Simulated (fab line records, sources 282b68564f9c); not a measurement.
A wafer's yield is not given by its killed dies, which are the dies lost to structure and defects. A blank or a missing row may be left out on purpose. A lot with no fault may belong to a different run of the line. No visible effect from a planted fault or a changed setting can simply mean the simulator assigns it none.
Code-filled problem report in 8D (eight disciplines) form    flow ritCmos    the parts of the form that need people (team, actions taken, sign-off) are left out

== 1. WHAT IS WRONG ==
Wafers without a fault read 89.24 s, standard deviation 0.13; runLengthS at RIT_NWELL_SOFTBAKE_02 reads a mean of 95.46 s on 6 wafers belonging to 2 lots. Measured from the usual mean, that is +48 standard deviations.
The step: time 60 s.
The first sign was on wafer L402.1 at day 5 06:25, on lithoTrack-04. At this step, 42 wafers from 14 lots have a number in the record. The rule behind "out" and "out of limits": a value lying over 4 standard deviations away from the usual mean. The rest of the wafers with a number are treated as sound.

== 2. WHAT IT IS, AND WHAT IT ISN'T ==
question                     is                      is not
which readings at this step  runLengthS              -
which lots                   L402, L403              L386, L387, L388, L389, L390, L391, L392, L396, L397, L398, L400, L401
which wafers of those lots   all that have a number  -
read on which tools          lithoTrack-04           lithoTrack-01, lithoTrack-02
when                         from day 5 06:25        up to then (36 sound wafers)

== 3. THE SUSPECTS, EACH WITH WHAT RULES IT OUT ==
Counting: any tool at a process step up to the reading is kept as a suspect provided that every lot that is out went through it and no sound lot did after the first of them.
- lithoTrack-04 at RIT_NWELL_SOFTBAKE_02 (time 60 s): kept. Every lot that is out went through it, starting with L402 (day 5 06:25), and after that it ran no sound lot; the last sound lot it ran before then is L398 (day 4 08:47). Its own runLengthS readings are out on those wafers.
The count leaves lithoTrack-04 at RIT_NWELL_SOFTBAKE_02.

== 4. THE CAUSE (what the simulator had put in) ==
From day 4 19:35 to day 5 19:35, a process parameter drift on lithoTrack-04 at RIT_NWELL_SOFTBAKE_02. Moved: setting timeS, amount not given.
Only this tool survived the counting.

== 5. THE EFFECT CHAIN, in route order ==
Each row: a reading where the mean over the struck wafers with a number is more than 3 standard deviations away from the usual. Only readings for which the record gives a usual standard deviation are gone through. hours: the time from each lot's start at the first step in this table that gives one to its start at this step, as a median over the lots. sigmas: the change in usual standard deviations.
hours  step                   reading     usual    on struck wafers  change  sigmas
0      RIT_NWELL_SOFTBAKE_02  runLengthS  89.24 s  95.46             +6.22   +48
The process steps in it:
- RIT_NWELL_SOFTBAKE_02: time 60 s.

== 6. HOW IT WOULD HAVE BEEN CAUGHT EARLIER ==
The fault began at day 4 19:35; the first out-of-limits reading in this record came at day 5 06:25, 11 hours later.
